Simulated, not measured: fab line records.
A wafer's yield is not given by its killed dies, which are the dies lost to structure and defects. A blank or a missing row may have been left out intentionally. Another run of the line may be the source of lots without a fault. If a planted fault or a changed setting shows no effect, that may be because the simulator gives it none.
fab line records -- flow rit_cmos
[record] lots = 5, wafers = 15, last_day = 7
route steps=202 shown ACTIVE@1 FOX1@20 FOX2@23 M1@202
lots that met no fault: from a run of the same line without faults
start_h: the number of hours between the record's first day and the start of the first shown wafer of the lot -- wait_h: how many hours have passed since the lot's step before this one -- " the same as in the row above -- L1.1+2: a single row standing in for several wafers -- - no value, or no start given -- * or withheld: withheld -- < > ~ a bound
route shown NAME@n: a module of which the file shows steps, and the number in the route of the first -- usual: average and standard deviation across the fault-free wafers -- same: alike in all rows -- chamber/n: place in a boat -- sites: the reading at each site -- _std_site: how widely they spread, as a standard deviation -- _edge_site: inner sites' mean taken away from outer sites' mean -- radius_mm: for every site, how far away it sits from the centre of the wafer -- mask NAME#n: copy n -- behind: tool/chamber where the wafer was last shaped -- hold: reason for holding the lot/hours on hold/outcome of the hold -- device: the transistor (n, p or np) that didn't switch -- end of line: tests of these same wafers at the route's end -- a step given without rows: its recipe and nothing more -- killed: at the first sort, the dies lost to defects and structure; wafer yield is something else -- map: shows each die of a wafer: x if killed, . if not, _ if none is there
set.NAME: setting as actually run; set.NAME@STEP: the setting as run at that earlier step -- model.NAME: the simulator's own value behind a step, which no gauge read
lots at some steps of the route; a table a step, a row a wafer
services: a tool's chamber out of use, with start hour (start_h, from the record's first day; less than 0 if before it), hours out, and reason
[[steps]]
[step RIT_ACTIVE_BOW_MEAS_00]
[recipe] mode = bow
[usual] INCOMING_BOW = 0/6.7
lot.wafer,tool,chamber,start_h,wait_h,INCOMING_BOW[um]
L368.2,film_metro-04,-,50.02,-,13
L368.3,film_metro-04,-,50.02,-,4
L368.5,film_metro-04,-,50.02,-,3
L372.2,film_metro-03,-,70.02,-,8
L372.3,film_metro-03,-,70.02,-,2
L372.5,film_metro-03,-,70.02,-,8
L373.1,film_metro-03,-,75.00,-,-6
L373.4,film_metro-03,-,75.00,-,1
L373.6,film_metro-03,-,75.00,-,-1
L377.1,film_metro-03,-,95.00,-,2
L377.4,film_metro-03,-,95.00,-,-1
L377.6,film_metro-03,-,95.00,-,2
L382.3,film_metro-03,-,120.04,-,-16
L382.4,film_metro-03,-,120.04,-,-7
L382.6,film_metro-03,-,120.04,-,-4
[step RIT_ACTIVE_OXIDATION_01]
[recipe] temp_c = 1000, ambient = O2, target_thk_a = 468, ox_time_s = 3360
[step RIT_ACTIVE_THK_MEAS_02]
[recipe] reads = SiO2_of_ACTIVE_OXIDATION_01
[usual] ACTIVE_OXIDE_THK = 47.0/0.9
lot.wafer,tool,chamber,start_h,wait_h,ACTIVE_OXIDE_THK[nm]
L368.2,film_metro-03,-,53.94,0.0,46.9
L368.3,film_metro-03,-,53.94,0.0,47.6
L368.5,film_metro-03,-,53.94,0.0,45.8
L372.2,film_metro-02,-,72.85,0.0,46.9
L372.3,film_metro-02,-,72.85,0.0,47.5
L372.5,film_metro-02,-,72.85,0.0,47.3
L373.1,film_metro-04,-,78.17,0.0,46.4
L373.4,film_metro-04,-,78.17,0.0,46.8
L373.6,film_metro-04,-,78.17,0.0,46.9
L377.1,film_metro-02,-,98.52,0.0,46.7
L377.4,film_metro-02,-,98.52,0.0,47.4
L377.6,film_metro-02,-,98.52,0.0,47.1
L382.3,film_metro-02,-,123.76,0.0,47.7
L382.4,film_metro-02,-,123.76,0.0,47.2
L382.6,film_metro-02,-,123.76,0.0,47.3
[step RIT_ACTIVE_CVD_03]
[recipe] material = Si3N4, target_thk_nm = 150, temp_c = 810, precursor = SiH2Cl2/NH3, time_s = 1500, pressure_mtorr = 300, sih2cl2_flow_sccm = 60, nh3_flow_sccm = 150
[usual] spike_tc_centre_C = 812.2/1.6, spike_tc_load_C = 832.6/1.7, spike_tc_source_C = 831.4/2.6, susceptor_temp_C = 809.9/0.32, zone_power_centre_pct = 38/3.2
[same] time_s = 1500
lot.wafer,tool,chamber,start_h,wait_h,spike_tc_centre_C,spike_tc_load_C,spike_tc_source_C,susceptor_temp_C,zone_power_centre_pct,model.Si3N4_of_ACTIVE_CVD_03.thk_nm
L368.2,lpcvd-01,1,53.99,0.0,813.7,835.1,827.0,810.0,41,150.3
L368.3,lpcvd-01,1,53.99,0.0,814.7,834.4,829.0,810.4,41,150.9
L368.5,lpcvd-01,1,53.99,0.0,815.0,831.5,829.8,810.1,42,150.1
L372.2,lpcvd-01,1,72.90,0.0,813.2,834.7,827.6,810.2,41,148.5
L372.3,lpcvd-01,1,72.90,0.0,813.7,833.5,828.6,810.1,41,150.4
L372.5,lpcvd-01,1,72.90,0.0,812.7,831.5,827.4,809.5,40,149.6
L373.1,lpcvd-02,0,78.23,0.1,812.0,834.3,833.4,810.1,34,151.7
L373.4,lpcvd-02,0,78.23,0.1,812.5,832.8,833.1,809.6,34,151.3
L373.6,lpcvd-02,0,78.23,0.1,812.5,832.1,833.0,809.9,34,150.8
L377.1,lpcvd-02,0,98.58,0.1,826.8,847.6,848.6,824.9,35,195.3
L377.4,lpcvd-02,0,98.58,0.1,829.0,848.2,847.1,825.2,35,195.4
L377.6,lpcvd-02,0,98.58,0.1,826.4,850.2,848.2,824.7,35,195
L382.3,lpcvd-01,0,123.80,0.0,813.4,829.8,830.2,810.2,42,149.3
L382.4,lpcvd-01,0,123.80,0.0,811.8,829.9,832.6,810.2,42,148.6
L382.6,lpcvd-01,0,123.80,0.0,811.3,828.8,832.9,810.3,41,149.8
[step RIT_ACTIVE_THK_MEAS_04]
[recipe] reads = Si3N4_of_ACTIVE_CVD_03
[usual] ACTIVE_NITRIDE_THK = 150.2/1.4
lot.wafer,tool,chamber,start_h,wait_h,ACTIVE_NITRIDE_THK[nm]
L368.2,film_metro-02,-,55.41,0.0,150.2
L368.3,film_metro-02,-,55.41,0.0,150.8
L368.5,film_metro-02,-,55.41,0.0,150.0
L372.2,film_metro-04,-,75.04,0.0,148.5
L372.3,film_metro-04,-,75.04,0.0,150.3
L372.5,film_metro-04,-,75.04,0.0,149.5
L373.1,film_metro-03,-,79.65,0.0,151.7
L373.4,film_metro-03,-,79.65,0.0,151.3
L373.6,film_metro-03,-,79.65,0.0,150.8
L377.1,film_metro-03,-,100.00,0.0,195.3
L377.4,film_metro-03,-,100.00,0.0,195.4
L377.6,film_metro-03,-,100.00,0.0,195.0
L382.3,film_metro-04,-,125.23,0.0,149.4
L382.4,film_metro-04,-,125.23,0.0,148.5
L382.6,film_metro-04,-,125.23,0.0,149.8
[step RIT_ACTIVE_HMDS_05]
[recipe] prime_time_s = 60, prime_temp_c = 140
[step RIT_ACTIVE_COAT_06]
[recipe] resist = NOVOLAK, spin_rpm = 3250, resist_thk_nm = 1000
[step RIT_ACTIVE_SOFTBAKE_07]
[recipe] resist = NOVOLAK, temp_c = 90, time_s = 60
[step RIT_ACTIVE_EXPOSE_08]
[recipe] mask_id = M1, na = 0.6, source_shape = conventional, sigma_outer = 0.6, target_cd_nm = 1400, dose_mj = 225
[step RIT_ACTIVE_PEB_09]
[recipe] resist = NOVOLAK, temp_c = withheld, time_s = withheld
[step RIT_ACTIVE_DEVELOP_10]
[recipe] resist = NOVOLAK, develop_time_s = 50, dev_temp_c = 23
[step RIT_ACTIVE_CD_MEAS_11]
[recipe] target_cd_nm = 1400
[usual] cd_nm = 1400.1/2.6
lot.wafer,tool,chamber,start_h,wait_h,cd_nm
L368.2,cd_sem-01,-,56.46,-,1401.1
L368.3,cd_sem-01,-,56.46,-,1399.2
L368.5,cd_sem-01,-,56.46,-,1401.2
L372.2,cd_sem-02,-,75.96,-,1398.4
L372.3,cd_sem-02,-,75.96,-,1398.4
L372.5,cd_sem-02,-,75.96,-,1400.0
L373.1,cd_sem-02,-,81.20,-,1404.0
L373.4,cd_sem-02,-,81.20,-,1401.0
L373.6,cd_sem-02,-,81.20,-,1402.1
L377.1,cd_sem-01,-,101.01,-,1400.5
L377.4,cd_sem-01,-,101.01,-,1400.6
L377.6,cd_sem-01,-,101.01,-,1398.4
L382.3,cd_sem-01,-,126.16,-,1399.3
L382.4,cd_sem-01,-,126.16,-,1396.0
L382.6,cd_sem-01,-,126.16,-,1398.5
[step RIT_ACTIVE_HARDBAKE_12]
[recipe] resist = NOVOLAK, temp_c = 140, time_s = 60
[step RIT_ACTIVE_ETCH_13]
[recipe] stop_on = SiO2, chemistry = SF6, target = Si3N4, time_s = 210, over_etch_frac = 0.4, SF6_flow_sccm = 200, pressure_mtorr = 260, rf_w = 125, target_depth_a = 2100
[usual] chamber_pressure_mTorr = 260.00/0.24, drypump_motor_current_A = 5.6/0.6, oes_product_au = 0.823/0.015, throttle_valve_pct = 7.53/0.12
[same] time_s = 210
lot.wafer,tool,chamber,start_h,wait_h,chamber_pressure_mTorr,drypump_motor_current_A,oes_product_au,rf_hours_counter_h,throttle_valve_pct,model.ACTIVE.feature_depth_nm,model.etch.depth_nm
L368.2,rie_diel-02,2,56.71,0.1,259.49,5.8,0.799,3,7.46,151.1,150.3
L368.3,rie_diel-02,0,56.71,0.1,260.29,4.7,0.828,85,7.44,150.9,150.9
L368.5,rie_diel-02,3,56.71,0.1,259.68,5.4,0.801,-,7.58,150.1,150.1
L372.2,rie_diel-03,1,76.21,0.1,260.32,6.0,0.818,3,7.26,148.5,148.5
L372.3,rie_diel-03,3,76.21,0.1,259.74,6.3,0.834,95,7.66,150.4,150.4
L372.5,rie_diel-03,0,76.21,0.1,260.34,6.7,0.831,-,7.34,151.1,149.6
L373.1,rie_diel-03,3,81.47,0.1,260.65,6.3,0.832,95,7.67,151.7,151.7
L373.4,rie_diel-03,1,81.47,0.1,260.49,6.1,0.817,3,7.27,151.3,151.3
L373.6,rie_diel-03,0,81.47,0.1,259.95,6.7,0.836,-,7.36,152.2,150.8
L377.1,rie_diel-03,2,101.28,0.1,259.97,5.8,0.957,0,7.50,195.3,195.3
L377.4,rie_diel-03,0,101.28,0.1,260.26,6.7,0.972,29,7.36,196.9,195.4
L377.6,rie_diel-03,2,101.28,0.1,259.93,5.8,0.961,-,7.47,195,195
L382.3,rie_diel-02,1,126.39,0.1,259.92,5.7,0.807,6,7.52,149.3,149.3
L382.4,rie_diel-02,3,126.39,0.1,260.21,5.4,0.787,5,7.58,148.6,148.6
L382.6,rie_diel-02,2,126.39,0.1,259.70,5.8,0.799,-,7.45,150.6,149.8
[step RIT_ACTIVE_STRIP_14]
[recipe] chemistry = O2, time_s = 180, resist = NOVOLAK, platen_temp_c = withheld, power_w = 500, pressure_mtorr = 4000, o2_flow_sccm = 4000
[usual] chamber_pressure_mTorr = 4000/3.6, drypump_motor_current_A = 5.8/0.42, rf_refl_power_W = 6.6/0.94
[same] time_s = 180
lot.wafer,tool,chamber,start_h,wait_h,chamber_pressure_mTorr,drypump_motor_current_A,rf_hours_counter_h,rf_refl_power_W
L368.2,plasma_asher-04,1,56.84,0.1,3998,5.7,43,7.2
L368.3,plasma_asher-04,0,56.84,0.1,4007,6.4,-,6.5
L368.5,plasma_asher-04,1,56.84,0.1,4004,5.8,-,7.0
L372.2,plasma_asher-04,1,76.34,0.1,3999,5.7,45,7.3
L372.3,plasma_asher-04,1,76.34,0.1,4000,5.7,-,7.0
L372.5,plasma_asher-04,1,76.34,0.1,3997,5.7,-,7.0
L373.1,plasma_asher-01,0,81.60,0.1,4002,5.2,44,6.2
L373.4,plasma_asher-01,1,81.60,0.1,3998,6.0,-,8.4
L373.6,plasma_asher-01,0,81.60,0.1,3998,5.2,-,6.3
L377.1,plasma_asher-03,0,101.42,0.1,4000,5.9,41,5.9
L377.4,plasma_asher-03,0,101.42,0.1,3996,5.8,-,5.8
L377.6,plasma_asher-03,0,101.42,0.1,4002,5.8,-,6.2
L382.3,plasma_asher-03,1,126.62,0.2,4000,5.2,-,5.5
L382.4,plasma_asher-03,0,126.62,0.2,3996,5.8,-,5.9
L382.6,plasma_asher-03,0,126.62,0.2,3996,5.8,-,6.0
[step RIT_ACTIVE_CD_MEAS_90]
[recipe] target_cd_nm = 1400
[usual] cd_nm = 1400.2/2.6
lot.wafer,tool,chamber,start_h,wait_h,cd_nm
L368.2,cd_sem-02,-,57.04,0.1,1401.2
L368.3,cd_sem-02,-,57.04,0.1,1399.5
L368.5,cd_sem-02,-,57.04,0.1,1400.8
L372.2,cd_sem-01,-,76.54,0.1,1399.0
L372.3,cd_sem-01,-,76.54,0.1,1398.3
L372.5,cd_sem-01,-,76.54,0.1,1400.1
L373.1,cd_sem-02,-,81.78,0.1,1404.0
L373.4,cd_sem-02,-,81.78,0.1,1400.7
L373.6,cd_sem-02,-,81.78,0.1,1402.7
L377.1,cd_sem-01,-,101.59,0.1,1400.9
L377.4,cd_sem-01,-,101.59,0.1,1400.3
L377.6,cd_sem-01,-,101.59,0.1,1398.6
L382.3,cd_sem-02,-,126.78,0.1,1399.3
L382.4,cd_sem-02,-,126.78,0.1,1396.5
L382.6,cd_sem-02,-,126.78,0.1,1398.7
[step RIT_ACTIVE_CLEAN_15]
[recipe] chemistry = SC1, mix = 3:3:50, time_s = 600, temp_c = 75
[step RIT_ACTIVE_CLEAN_16]
[recipe] chemistry = dHF, dilution = 50:1, time_s = 30
[step RIT_ACTIVE_CLEAN_17]
[recipe] chemistry = SC2, mix = 3:3:50, time_s = 600, temp_c = 75, dry = n2_spin
[step RIT_FOX1_OXIDATION_00]
[recipe] temp_c = 1100, ambient = H2O, target_thk_a = 3507, p_h2o_torr = 720, ox_time_s = 1130
[step RIT_FOX1_THK_MEAS_01]
[recipe] reads = SiO2_of_FOX1_OXIDATION_00
[usual] FOX1_OXIDE_THK = 352/5.6
lot.wafer,tool,chamber,start_h,wait_h,FOX1_OXIDE_THK[nm]
L368.2,film_metro-01,-,58.99,0.0,355
L368.3,film_metro-01,-,58.99,0.0,348
L368.5,film_metro-01,-,58.99,0.0,361
L372.2,film_metro-04,-,79.53,0.0,353
L372.3,film_metro-04,-,79.53,0.0,348
L372.5,film_metro-04,-,79.53,0.0,351
L373.1,film_metro-04,-,85.55,0.0,354
L373.4,film_metro-04,-,85.55,0.0,363
L373.6,film_metro-04,-,85.55,0.0,349
L377.1,film_metro-01,-,104.15,0.0,350
L377.4,film_metro-01,-,104.15,0.0,347
L377.6,film_metro-01,-,104.15,0.0,351
L382.3,film_metro-03,-,128.76,0.0,356
L382.4,film_metro-03,-,128.76,0.0,359
L382.6,film_metro-03,-,128.76,0.0,355
[step RIT_FOX1_WET_ETCH_02]
[recipe] chemistry = BOE, target_depth_nm = 350, time_s = 390, temp_c = 21.5, dry = n2_spin, dilution = 10:1, target = SiO2
[step RIT_FOX2_OXIDATION_00]
[recipe] temp_c = 1100, ambient = H2O, target_thk_a = 3507, p_h2o_torr = 720, ox_time_s = 1130
[step RIT_FOX2_THK_MEAS_01]
[recipe] reads = SiO2_of_FOX2_OXIDATION_00
[usual] FOX2_OXIDE_THK = 352/5.5
lot.wafer,tool,chamber,start_h,wait_h,FOX2_OXIDE_THK[nm]
L368.2,film_metro-02,-,60.56,0.0,361
L368.3,film_metro-02,-,60.56,0.0,365
L368.5,film_metro-02,-,60.56,0.0,363
L372.2,film_metro-01,-,82.80,0.0,347
L372.3,film_metro-01,-,82.80,0.0,354
L372.5,film_metro-01,-,82.80,0.0,351
L373.1,film_metro-02,-,89.41,0.0,348
L373.4,film_metro-02,-,89.41,0.0,353
L373.6,film_metro-02,-,89.41,0.0,342
L377.1,film_metro-01,-,106.54,0.0,342
L377.4,film_metro-01,-,106.54,0.0,345
L377.6,film_metro-01,-,106.54,0.0,352
L382.3,film_metro-01,-,130.26,0.0,342
L382.4,film_metro-01,-,130.26,0.0,342
L382.6,film_metro-01,-,130.26,0.0,338
[step RIT_FOX2_CLEAN_02]
[recipe] chemistry = dHF, dilution = 50:1, time_s = 180
[same] time_s = 180
lot.wafer,tool,chamber,start_h,wait_h,model.Si3N4_of_ACTIVE_CVD_03.thk_nm
L368.2,wet_bench-01,2,60.61,0.0,131.1
L368.3,wet_bench-01,2,60.61,0.0,131.7
L368.5,wet_bench-01,2,60.61,0.0,130.9
L372.2,wet_bench-02,3,82.85,0.0,129.2
L372.3,wet_bench-02,3,82.85,0.0,131.1
L372.5,wet_bench-02,3,82.85,0.0,130.3
L373.1,wet_bench-02,2,89.47,0.1,132.5
L373.4,wet_bench-02,2,89.47,0.1,132
L373.6,wet_bench-02,2,89.47,0.1,131.5
L377.1,wet_bench-02,0,106.60,0.1,176.1
L377.4,wet_bench-02,0,106.60,0.1,176.2
L377.6,wet_bench-02,0,106.60,0.1,175.7
L382.3,wet_bench-01,3,130.30,0.0,130.1
L382.4,wet_bench-01,3,130.30,0.0,129.4
L382.6,wet_bench-01,3,130.30,0.0,130.6
[step RIT_FOX2_WET_ETCH_03]
[recipe] chemistry = H3PO4, target = Si3N4, target_depth_nm = 195, temp_c = 165, time_s = 2700
[step RIT_M1_PROBE_99]
lot.wafer,tool,chamber,start_h,wait_h,model.etest.pldd.width_nm,model.etest.nldd.width_nm,model.etest.nplus_sal.width_nm,model.etest.pplus_sal.width_nm
L368.2,prober-01,-,104.80,0.1,3167,3160,3443,3423
L368.3,prober-01,-,104.85,0.2,3139,3144,3401,3429
L368.5,prober-01,-,104.95,0.2,3145,3171,3409,3410
L372.2,prober-01,-,128.44,0.1,3174,3181,3425,3432
L372.3,prober-01,-,128.49,0.2,3177,3173,3423,3422
L372.5,prober-01,-,128.59,0.2,3168,3171,3423,3434
L373.1,prober-02,-,131.06,0.1,3185,3187,3455,3449
L373.4,prober-02,-,131.21,0.2,3170,3171,3435,3444
L373.6,prober-02,-,131.31,0.2,3203,3198,3460,3474
L377.1,prober-02,-,151.59,0.1,3243,3235,3505,3479
L377.4,prober-02,-,151.74,0.2,3224,3218,3472,3476
L377.6,prober-02,-,151.84,0.2,3221,3197,3476,3458
L382.3,prober-01,-,175.48,0.2,3166,3160,3443,3451
L382.4,prober-01,-,175.53,0.2,3160,3170,3434,3458
L382.6,prober-01,-,175.63,0.2,3164,3165,3441,3451
// killed by level:class
L368.2 GATE:geometric_particle:open=2 GATE:geometric_particle:short=2 SPACER:geometric_particle:short=2 FOX1:geometric_particle:open=1 FOX1:geometric_particle:short=1 REOX:geometric_particle:short=1 SILICIDE:geometric_particle:short=1
L368.3 SPACER:geometric_particle:open=2 FOX1:geometric_particle:short=1 GATE:geometric_particle:short=1 SPACER:geometric_particle:short=1 SILICIDE:geometric_particle:open=1
L368.5 FOX1:geometric_particle:short=1 FOX1:geometric_particle:open=1 FOX2:geometric_particle:open=1 REOX:geometric_particle:open=1 REOX:geometric_particle:short=1
L372.2 FOX1:geometric_particle:short=2 GATE:geometric_particle:open=1 REOX:geometric_particle:open=1 SPACER:geometric_particle:short=1 SILICIDE:geometric_particle:short=1
L372.3 SPACER:geometric_particle:short=2 FOX1:geometric_particle:short=1 GATE:geometric_particle:short=1 REOX:geometric_particle:open=1 SILICIDE:geometric_particle:short=1
L372.5 FOX2:geometric_particle:short=1 REOX:geometric_particle:open=1 REOX:geometric_particle:short=1 SPACER:geometric_particle:open=1
L373.1 GATE:geometric_particle:open=2 FOX1:geometric_particle:open=1 FOX2:geometric_particle:open=1 GATE:geometric_particle:short=1 SPACER:geometric_particle:short=1 SILICIDE:geometric_particle:short=1 SILICIDE:geometric_particle:open=1
L373.4 GATE:geometric_particle:open=4 FOX1:geometric_particle:open=2 GATE:geometric_particle:short=2 FOX1:geometric_particle:short=1 SPACER:geometric_particle:short=1
L373.6 GATE:geometric_particle:short=1 GATE:geometric_particle:open=1 SPACER:geometric_particle:short=1
L382.3 REOX:geometric_particle:short=3 GATE:geometric_particle:open=2 REOX:geometric_particle:open=1 SPACER:geometric_particle:open=1 SILICIDE:geometric_particle:open=1 SILICIDE:geometric_particle:short=1
L382.4 REOX:geometric_particle:open=3 GATE:geometric_particle:short=2 GATE:geometric_particle:open=2 REOX:geometric_particle:short=2 SPACER:geometric_particle:open=2 ACTIVE:geometric_particle:open=1 FOX1:geometric_particle:short=1 SPACER:geometric_particle:short=1
L382.6 FOX1:geometric_particle:open=2 SPACER:geometric_particle:open=1 SILICIDE:geometric_particle:open=1
[[services]]
tool,chamber,start_h,hours,kind
rie_diel-03,0,45.35,6.7,repair
rie_diel-02,-,60.94,14.6,pm
rie_diel-03,2,61.42,4.9,repair
wet_bench-01,-,64.67,2.7,repair
rie_diel-03,2,66.33,-,clean
rie_diel-03,2,66.33,14.6,scheduled_down
rie_diel-03,2,66.33,14.6,vent_cycle
rie_diel-02,-,75.54,2.8,pm
plasma_asher-01,-,75.98,2.8,pm
rie_diel-02,1,81.31,9.3,repair
rie_diel-03,3,84.93,2.0,repair
plasma_asher-03,-,102.96,1.5,repair
plasma_asher-01,-,108.75,9.0,pm
plasma_asher-01,0,108.75,9.0,vent_cycle
plasma_asher-01,1,108.75,9.0,vent_cycle
plasma_asher-01,0,117.75,-,clean
plasma_asher-01,1,117.75,-,clean
rie_diel-03,2,118.76,4.0,repair
plasma_asher-01,-,123.57,7.8,repair
[[key]]
[first_sign] step = RIT_ACTIVE_CVD_03, reading = susceptor_temp_C, direction = up, sigmas = 47, usual = *, struck = *
[effect] step = RIT_ACTIVE_CVD_03, reading = spike_tc_centre_C, direction = up, sigmas = 9.6, usual = 812.2, struck = 827.4
[effect] step = RIT_ACTIVE_THK_MEAS_04, reading = ACTIVE_NITRIDE_THK, direction = up, sigmas = 33, usual = 150.2, struck = 195.2
[effect] step = RIT_ACTIVE_ETCH_13, reading = oes_product_au, direction = up, sigmas = 9.7, usual = 0.823, struck = 0.963
[model_effect] step = RIT_ACTIVE_CVD_03, value = Si3N4_of_ACTIVE_CVD_03.thk_nm, without = 150, struck = 195.2
[model_effect] step = RIT_ACTIVE_ETCH_13, value = ACTIVE.feature_depth_nm, without = 150.5, struck = 195.7
[model_effect] step = RIT_FOX2_CLEAN_02, value = Si3N4_of_ACTIVE_CVD_03.thk_nm, without = 130.8, struck = 176
[model_effect] step = RIT_M1_PROBE_99, value = etest.pldd.width_nm, without = 3186, struck = 3230
met_at RIT_ACTIVE_CVD_03
struck_wafers L377.1,L377.4,L377.6
sort_left_out L377.1,L377.4,L377.6
tester_left_out L377
onset_between 78.23 98.58
[fault] kind = process_parameter_drift, tool = lpcvd-02, chamber = 0, onset_h = 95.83, steps = RIT_ACTIVE_CVD_03, channel = temp_c, offset = *, shape = step, end_h = 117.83, acts_in = *, stated = *
// tester_left_out: of these lots the tester's yield and bins aren't shown, on N5 and GAA mostly nor the transistor test; their killed dies are dies lost to structure and defects alone, not to doping, threshold or leakage, so they don't give the yield
// sort_left_out: the simulated sort isn't trusted on such a fault, so these wafers' sort isn't shown, and their yield isn't known
